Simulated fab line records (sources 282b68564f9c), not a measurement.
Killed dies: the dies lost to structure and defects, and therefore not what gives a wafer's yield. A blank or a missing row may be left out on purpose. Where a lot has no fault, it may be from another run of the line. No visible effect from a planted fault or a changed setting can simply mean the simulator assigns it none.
One fault seen from 2 desks ; flow rit_cmos ; numbers are kept per desk, each desk with only its own; the story behind them comes last

METROLOGY DESK
Lot by lot, what the gauges showed, no matter which tool ran the lot: averages of those sampled wafers that carry a number. If a lot's mean is further than 4 standard deviations from the usual mean, the lot is out of limits and carries the mark OUT (the distance appears in the brackets).
Columns: A = PRETRO_TW at RIT_PRETRO_TW_MEAS_10, usual 475; B = GATE_POLY_THK at RIT_GATE_THK_MEAS_09, usual 251.3 nm; C = cd_nm at RIT_CONTACT_CD_MEAS_08, usual 1000.1 nm
lot;first seen here;A;B;C
L554;day 2 08:48;483;249.3;996.2
L556;day 2 20:36;474;251.7;999.7
L557;day 3 03:13;475;250.9;999.5
L558;day 3 09:43;471;252.8;999.8
L559;day 3 15:29;471;251.6;999.9
L561;day 3 22:48;473;253.1;998.4
L562;day 4 04:07;474;246.2;1000.6
L565;day 4 17:21;474;251.9;1002.1
L566;day 4 21:10;472;252.1;1000.0
L567;day 5 02:26;472;254.4;1001.7
L570;day 5 17:25;483;248.1;997.3
L571;day 5 22:14;475;250.6;1001.9
L575;day 6 19:20;529 (+14) OUT;252.5;998.8
L577;day 7 05:21;522 (+12) OUT;251.6;1001.8
Finding of this desk: L575, L577 out of limits, first seen on L575 at day 6 19:20 (PRETRO_TW at RIT_PRETRO_TW_MEAS_10). In limits: L554, L556, L557, L558, L559, L561, L562, L565, L566, L567, L570, L571.

TOOL OWNER'S DESK, implanter-04
RIT_PRETRO_IMPLANT_08, tool's own readings: per-lot mean of the sampled wafers with a number, covering each lot this tool ran. If a lot's mean is further than 4 standard deviations from the usual mean, the lot is out of limits and carries the mark OUT (the distance appears in the brackets).
Columns: A = beam_energy_keV at RIT_PRETRO_IMPLANT_08, usual 44.999; B = dose_ions_cm2 at RIT_PRETRO_IMPLANT_08, usual 1.2e+13; C = faraday_current_uA at RIT_PRETRO_IMPLANT_08, usual 38.1
lot;first seen here;A;B;C
L554;day 2 08:28;44.983;1.2e+13;38.2
L556;day 2 20:17;45.016;1.2e+13;38.3
L559;day 3 15:10;45.001;1.2e+13;37.5
L561;day 3 22:29;44.997;1.2e+13;37.5
L567;day 5 02:08;45.000;1.2e+13;38.2
L575;day 6 19:01;45.002;1.6e+13 (+99 or more) OUT;52.8 (+20) OUT
L577;day 7 05:02;45.005;1.6e+13 (+99 or more) OUT;52.2 (+19) OUT
This desk finds L575, L577 out of limits, L575 being first, at day 6 19:01 (dose_ions_cm2 at RIT_PRETRO_IMPLANT_08). In limits: L554, L556, L559, L561, L567.

PUT TOGETHER
The tool owner's desk had the chance to raise an alarm at day 6 19:01 on L575, L577.
Metrology desk: alarm possible at day 6 19:20 on L575, L577.
Of the lots named, all ran RIT_PRETRO_IMPLANT_08 on implanter-04.

WHAT THE SIMULATOR HAD PUT IN
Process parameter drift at RIT_PRETRO_IMPLANT_08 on implanter-04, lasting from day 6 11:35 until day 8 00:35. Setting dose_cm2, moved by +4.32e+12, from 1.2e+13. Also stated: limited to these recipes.
Struck lots among those shown: L575, L577.
Time in hours from fault onset to the first out-of-limits reading at each desk: tool owner's desk 7, metrology desk 8.
